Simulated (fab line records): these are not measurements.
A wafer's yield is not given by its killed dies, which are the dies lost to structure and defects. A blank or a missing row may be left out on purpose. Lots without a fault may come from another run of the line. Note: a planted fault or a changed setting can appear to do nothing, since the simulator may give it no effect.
Code-filled problem report in 8D (eight disciplines) form :: flow berkeley-cmos170 :: the parts of the form that need people (team, actions taken, sign-off) are left out

## 1. THE PROBLEM
At UCB170_M2_SOFTBAKE_11, run-length-s averages 115.78 s over 6 wafers from 2 lots, while fault-free wafers read 89.15 s, standard deviation 0.17. That is +99 or more standard deviations from the usual mean.
The step: time 60 s.
Seen first at day 11 20:00 on litho-track-04, wafer L441.1. Wafers with a number at this step in the record: 18, from 6 lots. The rule behind "out" and "out of limits": a value lying over 4 standard deviations away from the usual mean. The rest of the wafers with a number are treated as sound.

## 2. WHAT IT IS AND WHAT IT IS NOT
question: which readings at this step
is: run-length-s
is not: -

question: which lots
is: L441, L444
is not: L429, L432, L434, L447

question: which wafers of those lots
is: all that have a number
is not: -

question: read on which tools
is: litho-track-04
is not: litho-track-01, litho-track-02

question: when
is: from day 11 20:00
is not: up to then (9 sound wafers); but 3 sound wafers of L447 came after

## 3. SUSPECTS, AND WHAT RULES EACH OUT
Counting: a tool stays on the suspect list if, at a process step up to the reading, it processed all lots that are out and no sound lot following the first of them.
- plasma-asher-02 at UCB170_M2_STRIP_07 (strips in O2): ruled out as a lasting fault. The sound lots L447 went through it after L441, its earliest lot that is out (day 11 19:55).
- litho-track-04 at UCB170_M2_SOFTBAKE_11 (time 60 s): kept. It processed each lot that is out, first L441 at day 11 20:00, and no sound lot thereafter; up to then, the last sound lot it processed was L432 at day 10 16:00. Out on those wafers are its own readings of run-length-s.
Left after counting: litho-track-04 at UCB170_M2_SOFTBAKE_11.

## 4. THE CAUSE (what the simulator had put in)
Process parameters drifting: litho-track-04 at UCB170_M2_SOFTBAKE_11, beginning at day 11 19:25. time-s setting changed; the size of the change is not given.
Counting left only this tool.

## 5. SEQUENCE OF EFFECTS, ordered by route
Each row: a reading where the mean over the struck wafers with a number is more than 3 standard deviations away from the usual. Scope: only readings with a usual standard deviation given in the record; hours: median across lots of the time from each lot's start at the first step in this table that gives one to its start at this step; sigmas: change in usual standard deviations.
hours: 0
step: UCB170_M2_SOFTBAKE_11
reading: run-length-s
usual: 89.15 s
on struck wafers: 115.78
change: +26.63
sigmas: +99 or more
Its process steps:
- UCB170_M2_SOFTBAKE_11: time 60 s.
Later steps that measure or inspect, where all struck wafers having a row at the step show a number for every such reading and not one has moved that far: UCB170_M2_CD_MEAS_15, UCB170_M2_OVL_MEAS_16.

## 6. HOW IT WOULD HAVE BEEN CAUGHT EARLIER
In this record the first reading out of limits was taken at day 11 20:00, 1 hour after the fault began at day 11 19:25.
